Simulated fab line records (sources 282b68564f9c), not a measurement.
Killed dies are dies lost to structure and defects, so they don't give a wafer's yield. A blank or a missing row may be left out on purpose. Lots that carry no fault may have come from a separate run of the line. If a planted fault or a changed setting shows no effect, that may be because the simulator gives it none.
What tool caused it? + flow rit cmos + 45 wafers from 15 lots sampled at 3 of the route's 202 steps

== WHAT THE GAUGES READ, wafer by wafer ==
RIT_PSD_TW_MEAS_10. Usual: for PSD_TW the level is 3436 and the standard deviation is 26.
| lot  | measured    | on            | PSD_TW                        | flag |
|------|-------------|---------------|-------------------------------|------|
| L461 | day 3 03:31 | film metro-04 | 3465 3454 3453                |      |
| L462 | day 3 09:04 | film metro-03 | 3437 3448 3434                |      |
| L463 | day 3 13:31 | film metro-04 | 3469 3441 3460                |      |
| L464 | day 3 20:59 | film metro-04 | 3445 3439 3454                |      |
| L465 | day 3 23:43 | film metro-04 | 3455 3441 3456                |      |
| L466 | day 4 03:26 | film metro-03 | 3440 3456 3459                |      |
| L469 | day 4 21:26 | film metro-03 | 3449 3440 3446                |      |
| L471 | day 5 05:35 | film metro-01 | 3397 3403 3407                |      |
| L472 | day 5 12:38 | film metro-04 | 3230 3245 3237 3256 3254 3251 | OFF  |
| L474 | day 5 22:02 | film metro-03 | 3232 3214 3226 3235 3234 3230 | OFF  |
| L476 | day 6 07:56 | film metro-03 | 3200 3198 3206 3213 3213 3197 | OFF  |
| L477 | day 6 15:07 | film metro-04 | 3454 3445 3453                |      |
| L478 | day 6 19:56 | film metro-04 | 3446 3444 3460                |      |
| L483 | day 7 18:14 | film metro-03 | 3429 3441 3426                |      |
| L484 | day 8 01:36 | film metro-03 | 3442 3447 3432                |      |

RIT_SDANNEAL_RS_MEAS_04: measurement is done with a four-point probe. Usual: for PSD_RS the level is 115.3 ohm/sq and the standard deviation is 0.37.
| lot  | measured    | on            | PSD_RS (ohm/sq)                     | flag |
|------|-------------|---------------|-------------------------------------|------|
| L461 | day 3 04:01 | film metro-03 | 115.3 115.4 115.7                   |      |
| L462 | day 3 09:34 | film metro-04 | 115.1 114.7 114.6                   |      |
| L463 | day 3 14:01 | film metro-04 | 114.6 115.1 114.9                   |      |
| L464 | day 3 21:31 | film metro-01 | 115.3 115.1 115.3                   |      |
| L465 | day 4 00:15 | film metro-03 | 115.0 114.6 114.8                   |      |
| L466 | day 4 03:59 | film metro-03 | 115.8 115.9 116.0                   |      |
| L469 | day 4 22:19 | film metro-04 | 114.6 114.9 115.0                   |      |
| L471 | day 5 06:06 | film metro-03 | 115.7 115.4 115.9                   |      |
| L472 | day 5 18:13 | film metro-04 | 122.9 122.6 122.7 122.8 122.7 122.6 | OFF  |
| L474 | day 6 03:14 | film metro-04 | 122.6 122.4 122.3 122.6 122.5 122.3 | OFF  |
| L476 | day 6 11:43 | film metro-04 | 122.7 123.0 122.7 122.7 122.8 122.8 | OFF  |
| L477 | day 6 15:36 | film metro-01 | 114.9 114.7 114.9                   |      |
| L478 | day 6 20:25 | film metro-04 | 115.0 115.0 115.0                   |      |
| L483 | day 7 18:44 | film metro-03 | 115.0 115.3 114.8                   |      |
| L484 | day 8 02:07 | film metro-03 | 115.2 115.4 115.3                   |      |

== WHAT TOOL EACH LOT RAN ON (gives the tool, then ch and the chambers of the sampled wafers, and finally the start) ==
| lot  | RIT_PSD_IMPLANT_08             |
|------|--------------------------------|
| L461 | implanter-02 ch 0, day 3 03:11 |
| L462 | implanter-03 ch 0, day 3 08:45 |
| L463 | implanter-04 ch 0, day 3 13:11 |
| L464 | implanter-04 ch 0, day 3 20:41 |
| L465 | implanter-04 ch 0, day 3 23:23 |
| L466 | implanter-02 ch 0, day 4 03:08 |
| L469 | implanter-02 ch 0, day 4 21:10 |
| L471 | implanter-04 ch 0, day 5 05:17 |
| L472 | implanter-02 ch 0, day 5 12:20 |
| L474 | implanter-02 ch 0, day 5 21:43 |
| L476 | implanter-02 ch 0, day 6 07:36 |
| L477 | implanter-04 ch 0, day 6 14:47 |
| L478 | implanter-03 ch 0, day 6 19:37 |
| L483 | implanter-03 ch 0, day 7 17:55 |
| L484 | implanter-03 ch 0, day 8 01:17 |
- RIT_PSD_IMPLANT_08

== WHAT THE TOOLS THEMSELVES READ (means of the sampled wafers that have a number; where no wafer has one, the mark that the record gives instead) ==
RIT_PSD_IMPLANT_08. Usual: beam on s 12.9 s, standard deviation 0.93; dose ions cm2 4.999e+15, standard deviation 5.8e+12; faraday current uA 11972, standard deviation 820.
| lot  | tool         | beam on s (s) | dose ions cm2 | faraday current uA | flag |
|------|--------------|---------------|---------------|--------------------|------|
| L461 | implanter-02 | 14.0          | 5.000e+15     | 10998              |      |
| L462 | implanter-03 | 12.6          | 4.993e+15     | 12185              |      |
| L463 | implanter-04 | 11.9          | 4.995e+15     | 12931              |      |
| L464 | implanter-04 | 11.9          | 5.001e+15     | 12879              |      |
| L465 | implanter-04 | 11.9          | 4.997e+15     | 12812              |      |
| L466 | implanter-02 | 14.0          | 4.994e+15     | 10977              |      |
| L469 | implanter-02 | 14.2          | 5.003e+15     | 10904              |      |
| L471 | implanter-04 | 11.8          | 4.999e+15     | 12955              |      |
| L472 | implanter-02 | 9.9           | 2.807e+15     | 8769               | OFF  |
| L474 | implanter-02 | 9.9           | 2.813e+15     | 8715               | OFF  |
| L476 | implanter-02 | 10.1          | 2.808e+15     | 8548               | OFF  |
| L477 | implanter-04 | 11.8          | 4.999e+15     | 12958              |      |
| L478 | implanter-03 | 12.7          | 5.002e+15     | 12068              |      |
| L483 | implanter-03 | 12.7          | 4.991e+15     | 12109              |      |
| L484 | implanter-03 | 12.5          | 4.999e+15     | 12255              |      |

== THE ANSWER, worked out from the rows above alone ==
Rule: a lot is off if the mean of its wafers that have a number lies more than 3 standard deviations from the usual mean. Also off: a lot with no number at a reading for which 4 or more lots have one. Any other lot the step has rows for is counted as sound. Order of review: gauges by route order, followed by the tools' own readings, for which a lot's mean as printed above is used. The first step at which some lot is off is used, and at that step the reading that is off furthest; a lot without a number counts as furthest.
Off: at RIT_PSD_TW_MEAS_10 (PSD_TW), L472, L474, L476.
If a tool, at a process step before that reading, ran all the lots that are off and no sound lot after the first of them, it fits. The gauges at RIT_PSD_TW_MEAS_10 aren't tried: what is off there is off at RIT_PSD_IMPLANT_08 too, on other tools, and a gauge's error can't cause that. One fits: RIT_PSD_IMPLANT_08 on implanter-02. A fault onset in the window from L469 (day 4 21:10, its last sound lot) to L472 (day 5 12:20, its first lot off) fits.
The tool's own readings at RIT_PSD_IMPLANT_08 bear it out: on the lots that are off they differ by more than 5 times the standard deviation of the sound lots' means. dose ions cm2 reads 2.809e+15 there against 4.998e+15 on the sound lots.

== WHAT THE SIMULATOR HAD INSERTED ==
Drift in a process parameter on implanter-02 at RIT_PSD_IMPLANT_08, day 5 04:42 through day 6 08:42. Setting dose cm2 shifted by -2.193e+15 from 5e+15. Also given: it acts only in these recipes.
Shown lots that were struck: L472, L474, L476. The rule given above showed the same thing.
